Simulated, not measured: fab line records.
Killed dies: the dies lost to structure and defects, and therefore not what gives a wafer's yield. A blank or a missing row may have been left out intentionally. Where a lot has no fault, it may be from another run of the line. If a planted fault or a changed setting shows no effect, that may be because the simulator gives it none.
fab line records	flow berkeleyCmos170
record: lots: 6	wafers: 18	lastDay: 13
route steps=331 shown V1@260 M2@271 V2@292 M3@331
lots that met no fault: from a run of the same line without faults
startH: the number of hours between the record's first day and the start of the first shown wafer of the lot	waitH: time in hours since the lot's previous step	" unchanged from the row above	L1.1+2: one row covering several wafers at once	- no value, or no start given	* or withheld: withheld	< > ~ a bound
route shown NAME@n: NAME is a module with steps in the file, n the number in the route of the first one	usual: average and standard deviation across the fault-free wafers	same: alike in all rows	chamber/n: place in a boat	sites: readings site by site	_std_site: the values' standard deviation	_edge_site: outer sites' mean less inner sites'	radiusMm: for every site, how far away it sits from the centre of the wafer	mask NAME#n: copy n	behind: tool/chamber where the wafer was last shaped	hold: cause of the lot's hold/its duration in hours/its outcome	device: transistor that didn't switch, given as n, p or np	end of line: the route-end tests of the same wafers	a step given without rows: its recipe and nothing more	killed: at the first sort, the dies lost to defects and structure; wafer yield is something else	map: a wafer's dies, x killed, . not, _ none there
set.NAME: the run value of the setting; set.NAME@STEP: its run value at that earlier step	model.NAME: the simulator's own value behind a step, which no gauge read
a table for each step, a row for each wafer; lots at some steps of the route
services: from which hour (startH, from the record's first day; less than 0 if before it) a tool's chamber was out of use, for how many hours, and why
== steps ==
step: UCB170_V1_HMDS_06
recipe: primeTimeS: 60	primeTempC: 100
step: UCB170_V1_COAT_07
recipe: resist: KrF	spinRpm: 1500	resistThkNm: 900
step: UCB170_V1_SOFTBAKE_08
recipe: resist: KrF	tempC: 130	timeS: 60
step: UCB170_V1_EXPOSE_09
recipe: maskId: VIA1	targetCdNm: 700	na: 0.5	sigmaOuter: 0.6	sourceShape: conventional	doseMj: 37
step: UCB170_V1_PEB_10
recipe: pebTempC: 130	pebTimeS: withheld	resist: KrF
step: UCB170_V1_DEVELOP_11
recipe: developer: TMAH	developTimeS: 45	resist: KrF	devTempC: 21
step: UCB170_V1_CD_MEAS_12
recipe: targetCdNm: 700
usual: cdNm: 700.1/1.1
lot.wafer	tool	chamber	startH	waitH	cdNm
L349.4	cdSem-01	-	168.07	-	700.2
L349.5	"	-	"	"	700.1
L349.6	"	-	"	"	700.8
L351.1	cdSem-01	-	206.83	-	702.5
L351.3	"	-	"	"	700.7
L351.6	"	-	"	"	700.6
L365.2	cdSem-01	-	265.15	-	701.6
L365.5	"	-	"	"	701.9
L365.6	"	-	"	"	700.9
L363.2	cdSem-01	-	267.42	-	699.2
L363.5	"	-	"	"	699.3
L363.6	"	-	"	"	700.0
L368.1	cdSem-02	-	284.70	-	699.1
L368.3	"	-	"	"	699.3
L368.4	"	-	"	"	699.1
L370.1	cdSem-02	-	299.45	-	700.8
L370.2	"	-	"	"	699.0
L370.6	"	-	"	"	700.9
step: UCB170_V1_OVL_MEAS_13
usual: V1_OVL: 1/6.9
lot.wafer	tool	chamber	startH	waitH	V1_OVL[nm]
L349.4	overlay-02	-	168.15	0.1	8
L349.5	"	-	"	"	6
L349.6	"	-	"	"	14
L351.1	overlay-02	-	206.95	0.1	9
L351.3	"	-	"	"	7
L351.6	"	-	"	"	-3
L365.2	overlay-01	-	265.25	0.1	-4
L365.5	"	-	"	"	6
L365.6	"	-	"	"	-4
L363.2	overlay-01	-	267.53	0.1	-6
L363.5	"	-	"	"	-4
L363.6	"	-	"	"	-1
L368.1	overlay-01	-	284.82	0.1	-16
L368.3	"	-	"	"	-4
L368.4	"	-	"	"	-15
L370.1	overlay-01	-	299.57	0.1	-3
L370.2	"	-	"	"	-9
L370.6	"	-	"	"	-10
step: UCB170_V1_ETCH_14
recipe: chemistry: CHF3/CF4/Ar	target: SiO2	stopOn: Al	CHF3_flow_sccm: 45	cf4FlowSccm: 15	Ar_flow_sccm: 150	pressureMtorr: 200	rfW: 700	targetDepthA: 12500	overEtchFrac: 0.25	timeS: 291
step: UCB170_V1_STRIP_15
recipe: chemistry: O2	powerW: 400	pressureMtorr: 3500	platenTempC: withheld	o2FlowSccm: 400	overashFraction: 0.5
step: UCB170_V1_CD_MEAS_90
recipe: targetCdNm: 700
usual: cdNm: 700.1/1.2
lot.wafer	tool	chamber	startH	waitH	cdNm
L349.4	cdSem-01	-	168.51	0.1	700.0
L349.5	"	-	"	"	699.0
L349.6	"	-	"	"	701.0
L351.1	cdSem-01	-	207.26	0.1	703.3
L351.3	"	-	"	"	700.6
L351.6	"	-	"	"	700.3
L365.2	cdSem-02	-	265.58	0.1	701.4
L365.5	"	-	"	"	701.5
L365.6	"	-	"	"	701.7
L363.2	cdSem-02	-	267.86	0.1	699.0
L363.5	"	-	"	"	698.5
L363.6	"	-	"	"	698.6
L368.1	cdSem-02	-	285.18	0.1	700.0
L368.3	"	-	"	"	700.2
L368.4	"	-	"	"	699.0
L370.1	cdSem-02	-	300.00	0.2	700.0
L370.2	"	-	"	"	698.7
L370.6	"	-	"	"	700.5
step: UCB170_M2_PRE_CLEAN_00
recipe: gas: Ar	precleanEtchTimeS: 60
step: UCB170_M2_SPUTTER_01
recipe: material: Al	targetThkNm: 900	timeS: 120	powerW: 6000	chamberPressurePa: 0.5
usual: chamberPressurePa: 0.5000/0.00097	throttleValvePct: 30.0/1
lot.wafer	tool	chamber	startH	waitH	chamberPressurePa	throttleValvePct	model.Al_of_M2_SPUTTER_01.thkNm
L349.4	pvdSputter-02	-	168.63	0.0	0.4989	30.9	898.3
L349.5	"	-	"	"	0.5018	29.7	893.5
L349.6	"	-	"	"	0.4988	30.9	903.7
L351.1	pvdSputter-04	-	207.45	0.0	0.5016	28.6	897.5
L351.3	"	-	"	"	0.4995	31.7	900.6
L351.6	"	-	"	"	0.4978	30.0	908.5
L365.2	pvdSputter-02	-	265.75	0.0	0.4997	29.7	1088
L365.5	"	-	"	"	0.4998	30.7	1072
L365.6	"	-	"	"	0.4992	29.6	1077
L363.2	pvdSputter-02	-	268.02	0.0	0.4999	29.7	1088
L363.5	"	-	"	"	0.4978	29.5	1088
L363.6	"	-	"	"	0.5012	30.8	1089
L368.1	pvdSputter-03	-	285.37	0.0	0.5016	29.0	914.2
L368.3	"	-	"	"	0.4996	29.3	902.4
L368.4	"	-	"	"	0.5000	31.4	903.7
L370.1	pvdSputter-04	-	300.18	0.0	0.4981	28.9	887
L370.2	"	-	"	"	0.5000	32.0	894
L370.6	"	-	"	"	0.4994	27.9	887
step: UCB170_M2_RS_MEAS_02
recipe: thkMeasGauge: four-point-probe	reads: Al_of_M2_SPUTTER_01
usual: M2_AL_RS: 0.03224/0.00027
lot.wafer	tool	chamber	startH	waitH	M2_AL_RS[ohm/sq]
L349.4	filmMetro-02	-	168.78	0.1	0.03223
L349.5	"	-	"	"	0.03249
L349.6	"	-	"	"	0.03199
L351.1	filmMetro-01	-	207.53	0.0	0.03227
L351.3	"	-	"	"	0.03209
L351.6	"	-	"	"	0.03194
L365.2	filmMetro-01	-	265.85	0.1	0.02651
L365.5	"	-	"	"	0.02693
L365.6	"	-	"	"	0.02681
L363.2	filmMetro-03	-	268.13	0.1	0.02654
L363.5	"	-	"	"	0.02651
L363.6	"	-	"	"	0.02652
L368.1	filmMetro-02	-	285.45	0.0	0.03167
L368.3	"	-	"	"	0.03208
L368.4	"	-	"	"	0.03203
L370.1	filmMetro-02	-	300.27	0.0	0.03262
L370.2	"	-	"	"	0.03237
L370.6	"	-	"	"	0.03264
step: UCB170_M2_THK_MEAS_03
recipe: thkMeasGauge: xrf	reads: Al_of_M2_SPUTTER_01
usual: M2_AL_THK: 887/8.5
lot.wafer	tool	chamber	startH	waitH	M2_AL_THK[nm]
L349.4	filmMetro-02	-	168.87	0.1	884
L349.5	"	-	"	"	874
L349.6	"	-	"	"	887
L351.1	filmMetro-01	-	207.65	0.1	893
L351.3	"	-	"	"	894
L351.6	"	-	"	"	906
L365.2	filmMetro-01	-	265.96	0.1	1079
L365.5	"	-	"	"	1062
L365.6	"	-	"	"	1069
L363.2	filmMetro-03	-	268.24	0.1	1073
L363.5	"	-	"	"	1081
L363.6	"	-	"	"	1070
L368.1	filmMetro-02	-	285.57	0.1	894
L368.3	"	-	"	"	884
L368.4	"	-	"	"	881
L370.1	filmMetro-02	-	300.39	0.1	875
L370.2	"	-	"	"	877
L370.6	"	-	"	"	868
step: UCB170_M2_HMDS_04
recipe: primeTimeS: 60	primeTempC: 100
step: UCB170_M2_COAT_05
recipe: resist: KrF	spinRpm: 1500	resistThkNm: 900
step: UCB170_M2_SOFTBAKE_06
recipe: resist: KrF	tempC: 130	timeS: 60
step: UCB170_M2_STRIP_07
recipe: chemistry: O2	powerW: 400	pressureMtorr: 3500	platenTempC: withheld	o2FlowSccm: 400	overashFraction: 0.5
usual: drypumpMotorCurrentA: 6.23/0.23	oesProductAu: 0.734/0.0039	stripTimeToEndpointS: 21.95/0.075
lot.wafer	tool	chamber	startH	waitH	drypumpMotorCurrentA	oesProductAu	rfHoursCounterH	stripTimeToEndpointS
L349.4	plasmaAsher-03	1	169.38	0.1	5.87	0.738	-	21.75
L349.5	"	1	"	"	5.86	0.734	-	21.78
L349.6	"	0	"	"	6.55	0.734	-	21.85
L351.1	plasmaAsher-01	0	208.37	0.1	6.28	0.732	43	22.04
L351.3	"	1	"	"	6.24	0.736	-	22.00
L351.6	"	0	"	"	6.29	0.742	-	22.02
L365.2	plasmaAsher-04	0	267.13	0.1	6.37	0.736	62	21.88
L365.5	"	1	"	"	6.03	0.740	-	21.95
L365.6	"	0	"	"	6.38	0.736	-	21.93
L363.2	plasmaAsher-01	0	268.78	0.1	6.30	0.738	49	22.03
L363.5	"	1	"	"	6.25	0.735	-	22.06
L363.6	"	0	"	"	6.27	0.729	-	22.09
L368.1	plasmaAsher-04	1	286.08	0.1	6.06	0.736	64	22.02
L368.3	"	1	"	"	6.05	0.735	-	22.02
L368.4	"	0	"	"	6.37	0.730	-	22.03
L370.1	plasmaAsher-03	0	300.90	0.1	6.54	0.742	18	21.97
L370.2	"	1	"	"	5.88	0.732	18	21.87
L370.6	"	1	"	"	5.87	0.729	-	21.96
step: UCB170_M2_STRIP_08
recipe: chemistry: DMSO	tempC: 80	timeS: 600	material: KrF
step: UCB170_M2_COAT_09
recipe: resist: BARC	tempC: withheld	timeS: withheld	spinRpm: 3000	resistThkNm: withheld
step: UCB170_M2_COAT_10
recipe: resist: KrF	spinRpm: 1500	resistThkNm: 900
step: UCB170_M2_SOFTBAKE_11
recipe: resist: KrF	tempC: 130	timeS: 60
step: UCB170_M2_EXPOSE_12
recipe: maskId: METAL2	targetCdNm: 700	na: 0.5	sigmaOuter: 0.6	sourceShape: conventional	doseMj: 26
step: UCB170_M2_PEB_13
recipe: pebTempC: 130	pebTimeS: withheld	resist: KrF
step: UCB170_M2_DEVELOP_14
recipe: developer: TMAH	developTimeS: 45	resist: KrF	devTempC: 21
step: UCB170_M2_CD_MEAS_15
recipe: targetCdNm: 700
usual: cdNm: 700.3/1.3
lot.wafer	tool	chamber	startH	waitH	cdNm
L349.4	cdSem-01	-	170.65	-	697.7
L349.5	"	-	"	"	698.9
L349.6	"	-	"	"	700.6
L351.1	cdSem-02	-	209.63	-	701.8
L351.3	"	-	"	"	701.5
L351.6	"	-	"	"	701.2
L365.2	cdSem-02	-	268.97	-	701.0
L365.5	"	-	"	"	701.3
L365.6	"	-	"	"	701.1
L363.2	cdSem-02	-	270.33	-	702.0
L363.5	"	-	"	"	701.1
L363.6	"	-	"	"	701.0
L368.1	cdSem-02	-	288.12	-	700.4
L368.3	"	-	"	"	699.7
L368.4	"	-	"	"	699.5
L370.1	cdSem-02	-	302.41	-	700.3
L370.2	"	-	"	"	700.4
L370.6	"	-	"	"	700.0
step: UCB170_M2_OVL_MEAS_16
usual: M2_OVL: 2/5.5
lot.wafer	tool	chamber	startH	waitH	M2_OVL[nm]
L349.4	overlay-01	-	170.73	0.1	6
L349.5	"	-	"	"	13
L349.6	"	-	"	"	7
L351.1	overlay-01	-	209.75	0.1	2
L351.3	"	-	"	"	1
L351.6	"	-	"	"	7
L365.2	overlay-02	-	269.08	0.1	6
L365.5	"	-	"	"	10
L365.6	"	-	"	"	0
L363.2	overlay-02	-	270.43	0.1	2
L363.5	"	-	"	"	-2
L363.6	"	-	"	"	2
L368.1	overlay-02	-	288.24	0.1	-5
L368.3	"	-	"	"	-5
L368.4	"	-	"	"	0
L370.1	overlay-02	-	302.53	0.1	3
L370.2	"	-	"	"	8
L370.6	"	-	"	"	1
step: UCB170_M2_ETCH_17
recipe: chemistry: N2/H2	targetDepthA: withheld	overetchA: withheld	target: BARC	timeS: withheld	sourceW: 500	biasW: 100	pressureMtorr: 30	n2FlowSccm: 100	h2FlowSccm: 200
usual: drypumpMotorCurrentA: 5.7/0.51	h2FlowSccm: 200.0/0.61	oesProductAu: 1.004/0.013	throttleValvePct: 13.22/0.17
lot.wafer	tool	chamber	startH	waitH	drypumpMotorCurrentA	h2FlowSccm	oesProductAu	throttleValvePct
L349.4	rieDiel-04	1	170.75	0.0	5.0	199.1	1.017	13.25
L349.5	"	2	"	"	5.7	199.5	0.994	13.10
L349.6	"	3	"	"	6.6	200.7	0.984	13.43
L351.1	rieDiel-04	1	209.78	0.0	5.0	200.4	1.011	13.26
L351.3	"	2	"	"	5.7	199.4	0.991	13.10
L351.6	"	2	"	"	5.7	199.4	0.989	13.10
L365.2	rieDiel-02	3	269.11	0.0	6.3	199.3	1.031	13.12
L365.5	"	1	"	"	5.9	200.6	1.008	13.23
L365.6	"	3	"	"	6.3	199.9	1.023	13.12
L363.2	rieDiel-03	3	270.46	0.0	4.9	199.4	1.011	13.32
L363.5	"	1	"	"	5.2	199.3	0.986	13.24
L363.6	"	2	"	"	5.4	200.7	1.007	13.02
L368.1	rieDiel-02	2	288.28	0.0	6.1	200.0	1.008	13.57
L368.3	"	1	"	"	5.9	200.5	1.004	13.23
L368.4	"	0	"	"	5.5	200.8	0.989	13.10
L370.1	rieDiel-04	0	302.57	0.0	6.0	199.5	1.004	13.01
L370.2	"	3	"	"	6.7	199.6	1.000	13.44
L370.6	"	0	"	"	6.0	199.8	0.997	13.01
step: UCB170_M2_METAL_ETCH_18
recipe: chemistry: Cl2/BCl3	target: Al	stopOn: SiO2	pressureMtorr: 12	targetDepthA: 11700	overEtchFrac: 0.3	timeS: 195	icpW: 600	biasW: 120	Cl2_flow_sccm: 90	bcl3FlowSccm: 45
usual: drypumpMotorCurrentA: 5.44/0.3	oesProductAu: 0.855/0.013	throttleValvePct: 24.31/0.17
lot.wafer	tool	chamber	startH	waitH	drypumpMotorCurrentA	oesProductAu	rfHoursCounterH	throttleValvePct
L349.4	rieMetal-04	1	170.85	-	5.69	0.867	-	24.31
L349.5	"	0	"	"	5.11	0.852	-	24.60
L349.6	"	1	"	"	5.67	0.862	-	24.31
L351.1	rieMetal-04	1	209.83	-	5.67	0.875	13	24.31
L351.3	"	1	"	"	5.69	0.869	-	24.30
L351.6	"	1	"	"	5.69	0.862	-	24.31
L365.2	rieMetal-03	1	269.15	-	5.84	0.949	3	24.21
L365.5	"	1	"	"	5.84	0.943	-	24.20
L365.6	"	0	"	"	5.35	0.932	-	24.38
L363.2	rieMetal-04	0	270.57	-	5.08	0.952	-	24.56
L363.5	"	0	"	"	5.13	0.944	-	24.55
L363.6	"	0	"	"	5.12	0.943	-	24.57
L368.1	rieMetal-03	1	288.32	-	5.85	0.851	3	24.24
L368.3	"	1	"	"	5.86	0.849	-	24.24
L368.4	"	0	"	"	5.31	0.834	-	24.42
L370.1	rieMetal-03	1	302.61	-	5.85	0.839	3	24.25
L370.2	"	0	"	"	5.27	0.832	9	24.42
L370.6	"	1	"	"	5.87	0.844	-	24.26
step: UCB170_M2_STRIP_19
recipe: chemistry: O2	powerW: 400	pressureMtorr: 3500	platenTempC: withheld	o2FlowSccm: 400	overashFraction: 0.5
usual: drypumpMotorCurrentA: 6.22/0.24	oesProductAu: 0.540/0.013
lot.wafer	tool	chamber	startH	waitH	drypumpMotorCurrentA	oesProductAu	rfHoursCounterH
L349.4	plasmaAsher-03	1	171.01	0.1	5.86	0.531	-
L349.5	"	0	"	"	6.53	0.516	-
L349.6	"	1	"	"	5.87	0.536	-
L351.1	plasmaAsher-04	0	210.01	0.1	6.36	0.549	56
L351.3	"	1	"	"	6.05	0.540	-
L351.6	"	1	"	"	6.06	0.549	-
L365.2	plasmaAsher-04	0	269.34	0.1	6.39	0.559	63
L365.5	"	0	"	"	6.38	0.560	-
L365.6	"	1	"	"	6.05	0.553	-
L363.2	plasmaAsher-03	1	270.88	0.2	5.88	0.519	15
L363.5	"	0	"	"	6.55	0.520	-
L363.6	"	1	"	"	5.87	0.520	-
L368.1	plasmaAsher-01	1	288.51	0.1	6.26	0.560	51
L368.3	"	0	"	"	6.28	0.553	-
L368.4	"	1	"	"	6.23	0.566	-
L370.1	plasmaAsher-04	0	302.80	0.1	6.37	0.548	66
L370.2	"	1	"	"	6.08	0.563	66
L370.6	"	0	"	"	6.38	0.552	-
step: UCB170_M2_CD_MEAS_90
recipe: targetCdNm: 700
usual: cdNm: 699.0/2.7
lot.wafer	tool	chamber	startH	waitH	cdNm
L349.4	cdSem-01	-	171.13	0.1	698.3
L349.5	"	-	"	"	692.1
L349.6	"	-	"	"	699.9
L351.1	cdSem-01	-	210.11	0.1	696.3
L351.3	"	-	"	"	699.9
L351.6	"	-	"	"	697.7
L365.2	cdSem-02	-	269.46	0.1	701.0
L365.5	"	-	"	"	697.3
L365.6	"	-	"	"	705.8
L363.2	cdSem-02	-	271.00	0.1	701.2
L363.5	"	-	"	"	697.3
L363.6	"	-	"	"	697.1
L368.1	cdSem-02	-	288.72	0.2	700.9
L368.3	"	-	"	"	699.5
L368.4	"	-	"	"	703.2
L370.1	cdSem-02	-	303.00	0.2	699.6
L370.2	"	-	"	"	702.0
L370.6	"	-	"	"	698.2
step: UCB170_V2_CVD_00
recipe: material: SiO2	targetThkNm: 2000	tempC: 390	precursor: TEOS/O2	timeS: 250	rfW: 550	pressureMtorr: 9000
usual: heaterPowerW: 222/45
lot.wafer	tool	chamber	startH	waitH	heaterPowerW
L349.4	pecvd-01	1	171.27	0.1	183
L349.5	"	0	"	"	165
L349.6	"	2	"	"	220
L351.1	pecvd-01	2	210.23	0.1	199
L351.3	"	1	"	"	213
L351.6	"	2	"	"	141
L365.2	pecvd-04	1	269.56	0.1	273
L365.5	"	0	"	"	293
L365.6	"	2	"	"	189
L363.2	pecvd-03	1	271.10	0.1	280
L363.5	"	1	"	"	222
L363.6	"	2	"	"	237
L368.1	pecvd-04	2	288.84	0.1	212
L368.3	"	0	"	"	274
L368.4	"	1	"	"	187
L370.1	pecvd-04	0	303.12	0.1	289
L370.2	"	2	"	"	259
L370.6	"	0	"	"	203
step: UCB170_V2_THK_MEAS_01
recipe: reads: SiO2_of_V2_CVD_00
usual: V2_TEOS_THK: 2001/22
lot.wafer	tool	chamber	startH	waitH	V2_TEOS_THK[nm]
L349.4	filmMetro-03	-	171.38	0.0	2021
L349.5	"	-	"	"	2026
L349.6	"	-	"	"	2050
L351.1	filmMetro-03	-	210.39	0.1	2008
L351.3	"	-	"	"	1999
L351.6	"	-	"	"	2011
L365.2	filmMetro-01	-	269.72	0.1	2001
L365.5	"	-	"	"	2025
L365.6	"	-	"	"	2033
L363.2	filmMetro-03	-	271.26	0.1	1977
L363.5	"	-	"	"	2015
L363.6	"	-	"	"	1988
L368.1	filmMetro-03	-	289.00	0.1	1983
L368.3	"	-	"	"	2007
L368.4	"	-	"	"	2039
L370.1	filmMetro-03	-	303.28	0.1	1997
L370.2	"	-	"	"	1984
L370.6	"	-	"	"	2038
step: UCB170_V2_CMP_02
recipe: material: SiO2	downForcePsi: 6	platenRpm: 60	padVelocityMS: 0.75398
usual: motorCurrentA: 16.5/1.8
lot.wafer	tool	chamber	startH	waitH	motorCurrentA
L349.4	cmp-02	2	171.46	0.1	14.9
L349.5	"	1	"	"	16.7
L349.6	"	2	"	"	15.1
L351.1	cmp-02	3	210.45	0.1	15.8
L351.3	"	1	"	"	15.5
L351.6	"	3	"	"	15.7
L365.2	cmp-01	0	269.77	0.0	16.0
L365.5	"	0	"	"	14.7
L365.6	"	1	"	"	17.1
L363.2	cmp-02	0	271.31	0.0	14.2
L363.6	"	0	"	"	14.2
L363.5	"	1	"	"	15.3
L368.4	cmp-01	2	289.06	0.0	20.3
L368.3	"	3	"	"	16.1
L368.1	"	1	"	"	16.5
L370.2	cmp-01	2	303.34	0.0	19.7
L370.1	"	1	"	"	17.0
L370.6	"	2	"	"	21.4
step: UCB170_V2_BOW_MEAS_03
recipe: mode: bow
usual: V2_BOW: 37/6.7
lot.wafer	tool	chamber	startH	waitH	V2_BOW[um]
L349.4	filmMetro-03	-	171.77	0.3	31
L349.5	"	-	"	"	46
L349.6	"	-	"	"	45
L351.1	filmMetro-03	-	210.75	0.2	38
L351.3	"	-	"	"	33
L351.6	"	-	"	"	39
L365.2	filmMetro-03	-	270.09	0.3	30
L365.5	"	-	"	"	26
L365.6	"	-	"	"	37
L363.2	filmMetro-04	-	271.63	0.3	38
L363.5	"	-	"	"	35
L363.6	"	-	"	"	31
L368.1	filmMetro-04	-	289.36	0.1	35
L368.3	"	-	"	"	30
L368.4	"	-	"	"	43
L370.1	filmMetro-04	-	303.64	0.1	35
L370.2	"	-	"	"	37
L370.6	"	-	"	"	44
step: UCB170_V2_THK_MEAS_04
recipe: reads: SiO2_of_V2_CVD_00
usual: V2_POLISHED_THK: 999.3/1.1
lot.wafer	tool	chamber	startH	waitH	V2_POLISHED_THK[nm]
L349.4	filmMetro-03	-	171.86	0.1	1000.9
L349.5	"	-	"	"	1000.4
L349.6	"	-	"	"	1001.5
L351.1	filmMetro-03	-	210.87	0.1	1000.3
L351.3	"	-	"	"	998.9
L351.6	"	-	"	"	1000.7
L365.2	filmMetro-03	-	270.20	0.1	999.4
L365.5	"	-	"	"	1001.6
L365.6	"	-	"	"	999.7
L363.2	filmMetro-04	-	271.74	0.1	998.6
L363.5	"	-	"	"	998.4
L363.6	"	-	"	"	999.9
L368.1	filmMetro-04	-	289.48	0.1	997.1
L368.3	"	-	"	"	998.6
L368.4	"	-	"	"	997.7
L370.1	filmMetro-04	-	303.76	0.1	999.0
L370.2	"	-	"	"	999.0
L370.6	"	-	"	"	999.2
step: UCB170_V2_CLEAN_05
recipe: chemistry: DIW
step: UCB170_V2_HMDS_06
recipe: primeTimeS: 60	primeTempC: 100
step: UCB170_V2_COAT_07
recipe: resist: KrF	spinRpm: 1500	resistThkNm: 900
step: UCB170_V2_SOFTBAKE_08
recipe: resist: KrF	tempC: 130	timeS: 60
step: UCB170_V2_EXPOSE_09
recipe: maskId: VIA2	targetCdNm: 700	na: 0.5	sigmaOuter: 0.6	sourceShape: conventional	doseMj: 37
step: UCB170_V2_ETCH_14
recipe: chemistry: CHF3/CF4/Ar	target: SiO2	stopOn: Al	CHF3_flow_sccm: 45	cf4FlowSccm: 15	Ar_flow_sccm: 150	pressureMtorr: 200	rfW: 700	targetDepthA: 12500	overEtchFrac: 0.25	timeS: 291
usual: CHF3_flow_sccm: 45.01/0.13	drypumpMotorCurrentA: 5.9/0.48	oesProductAu: 0.876/0.011	throttleValvePct: 6.93/0.11
lot.wafer	tool	chamber	startH	waitH	CHF3_flow_sccm	drypumpMotorCurrentA	oesProductAu	rfHoursCounterH	throttleValvePct	model.Al_of_M2_SPUTTER_01.thkNm
L349.4	rieDiel-03	2	173.25	0.0	45.23	5.3	0.869	24	6.76	898
L349.5	"	0	"	"	44.92	5.7	0.879	-	6.97	893.5
L349.6	"	1	"	"	44.93	5.1	0.877	-	6.92	903.7
L351.1	rieDiel-01	2	213.00	0.0	45.10	5.9	0.876	7	6.91	897.5
L351.3	"	1	"	"	45.13	5.8	0.876	86	7.10	900.6
L351.6	"	0	"	"	45.11	6.8	0.857	-	6.99	908.4
L365.2	rieDiel-01	0	271.42	0.0	44.86	6.8	0.848	95	6.99	1088
L365.5	"	3	"	"	45.12	6.0	0.874	-	6.84	1072
L365.6	"	0	"	"	44.99	6.8	0.852	-	6.98	1077
L363.2	rieDiel-02	3	272.97	0.0	44.97	6.3	0.896	20	6.86	1088
L363.5	"	3	"	"	44.85	6.3	0.895	-	6.85	1088
L363.6	"	2	"	"	45.04	6.1	0.881	-	7.14	1089
L368.1	rieDiel-01	0	291.30	0.0	44.95	6.8	0.846	96	6.98	914.2
L368.3	"	2	"	"	45.03	5.9	0.872	11	6.90	902.4
L368.4	"	3	"	"	45.06	6.0	0.875	52	6.83	903.6
L370.1	rieDiel-02	2	307.60	0.0	45.06	6.1	0.882	11	7.14	887
L370.2	"	0	"	"	45.10	5.5	0.872	1	6.79	894
L370.6	"	0	"	"	45.05	5.5	0.876	-	6.78	887
step: UCB170_M3_PROBE_99
lot.wafer	tool	chamber	startH	waitH	model.etest.antennaM2.vtShiftV
L349.4	prober-01	-	176.65	0.2	-0.008755
L349.5	prober-01	-	176.70	0.2	-0.01345
L349.6	prober-01	-	176.75	0.2	-0.01414
L351.1	prober-02	-	216.76	0.1	-0.01466
L351.3	prober-02	-	216.86	0.2	-0.01297
L351.6	prober-02	-	217.01	0.2	-0.01046
L365.2	prober-02	-	274.74	0.1	-0.009291
L365.5	prober-02	-	274.89	0.2	-0.009878
L365.6	prober-02	-	274.94	0.2	-0.007036
L363.2	prober-02	-	276.72	0.1	-0.00993
L363.5	prober-02	-	276.87	0.2	-0.007606
L363.6	prober-02	-	276.92	0.2	-0.005038
L368.1	prober-02	-	295.27	0.1	-0.01119
L368.3	prober-02	-	295.37	0.2	-0.01402
L368.4	prober-02	-	295.42	0.2	-0.01409
L370.1	prober-01	-	310.63	0.1	-0.008566
L370.2	prober-01	-	310.68	0.1	-0.008811
L370.6	prober-01	-	310.88	0.2	-0.01504
killed by level:class
L349.4 SILICIDE:geometricParticle:open=2 GATE:geometricParticle:short=1 GATE:geometricParticle:open=1
L349.5 GATE:geometricParticle:open=1 SILICIDE:geometricParticle:open=1
L349.6 SPACER:geometricParticle:open=1 SILICIDE:geometricParticle:open=1 CONTACT:geometricParticle:short=1
L351.1 SACOX:geometricParticle:open=1 GATE:geometricParticle:open=1 SPACER:geometricParticle:short=1 SILICIDE:geometricParticle:open=1
L351.3 GATE:geometricParticle:short=2 START:geometricParticle:short=1
L351.6 SCREENOX:geometricParticle:short=1 M3:geometricParticle:open=1
L363.2 START:geometricParticle:short=1 M1:geometricParticle:open=1 V2:geometricParticle:short=1 M3:geometricParticle:short=1
L363.5 SACOX:geometricParticle:short=2 V1:geometricParticle:open=2 M2:geometricParticle:short=1
L363.6 GATE:geometricParticle:open=2 START:geometricParticle:short=1 GATE:geometricParticle:short=1 SILICIDE:geometricParticle:short=1
L368.1 WELLDRIVE:geometricParticle:open=1 GATE:geometricParticle:open=1 V2:geometricParticle:short=1
L368.3 GATE:geometricParticle:open=2 WELLDRIVE:geometricParticle:short=1 GATE:geometricParticle:short=1 SPACER:geometricParticle:open=1 SILICIDE:geometricParticle:short=1 M1:geometricParticle:short=1
L368.4 SACOX:geometricParticle:open=1 GATE:geometricParticle:short=1 SPACER:geometricParticle:short=1 SILICIDE:geometricParticle:short=1
L370.1 GATE:geometricParticle:open=1 GATE:geometricParticle:short=1 SILICIDE:geometricParticle:short=1 SILICIDE:geometricParticle:open=1
L370.2 SPACER:geometricParticle:short=2 ACTIVE:geometricParticle:open=1 GATE:geometricParticle:open=1 SILICIDE:geometricParticle:short=1 SILICIDE:geometricParticle:open=1
L370.6 GATE:geometricParticle:open=2 GATE:geometricParticle:short=1 SILICIDE:geometricParticle:open=1 V1:geometricParticle:open=1
== services ==
tool	chamber	startH	hours	kind
rieMetal-04	0	145.97	5.4	repair
plasmaAsher-03	-	158.33	0.9	repair
cmp-01	-	163.60	3.9	pm
pvdSputter-02	-	171.84	1.0	repair
rieDiel-03	3	181.73	14.2	repair
cmp-01	-	182.72	12.9	pm
rieMetal-04	1	186.35	4.5	repair
rieDiel-03	1	186.50	8.4	repair
rieMetal-03	0	202.77	19.9	repair
cmp-01	-	213.52	1.8	repair
rieDiel-01	3	227.52	4.8	repair
cmp-02	-	232.00	4.0	pm
rieDiel-04	1	233.77	4.9	repair
cmp-02	-	241.81	2.2	repair
rieDiel-02	0	254.06	7.2	repair
cmp-01	-	259.29	1.9	repair
cmp-02	-	266.25	4.9	pm
rieDiel-01	1	266.59	7.8	repair
cmp-02	-	273.03	0.7	repair
rieDiel-01	0	280.56	3.5	repair
plasmaAsher-03	-	290.25	1.4	repair
cmp-02	-	291.09	0.6	repair
cmp-01	-	297.52	1.8	repair
cmp-02	-	300.97	3.8	repair
== key ==
firstSign: step: UCB170_M2_RS_MEAS_02	reading: M2_AL_RS	direction: down	sigmas: 21	usual: 0.03224	struck: 0.02664
effect: step: UCB170_M2_THK_MEAS_03	reading: M2_AL_THK	direction: up	sigmas: 22	usual: 887	struck: 1073
effect: step: UCB170_M2_METAL_ETCH_18	reading: oesProductAu	direction: up	sigmas: 6.9	usual: 0.855	struck: 0.944
modelEffect: step: UCB170_M2_SPUTTER_01	value: Al_of_M2_SPUTTER_01.thkNm	without: 894.1	struck: 1084
modelEffect: step: UCB170_V2_ETCH_14	value: Al_of_M2_SPUTTER_01.thkNm	without: 893	struck: 1083
modelEffect: step: UCB170_M3_PROBE_99	value: etest.antennaM2.vtShiftV	without: -0.01307	struck: -0.00813
metAt UCB170_M2_SPUTTER_01
struckWafers L363.2,L363.5,L363.6,L365.2,L365.5,L365.6
sortLeftOut L365.2,L365.5,L365.6
onsetBetween 168.63 265.75
fault: kind: processParameterDrift	tool: pvdSputter-02	chamber: -	onsetH: 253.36	steps: UCB170_M2_SPUTTER_01	channel: timeS	offset: *	shape: step	endH: 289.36	actsIn: *	stated: *
sortLeftOut: the simulated sort isn't trusted on such a fault, so these wafers' sort isn't shown, and their yield isn't known
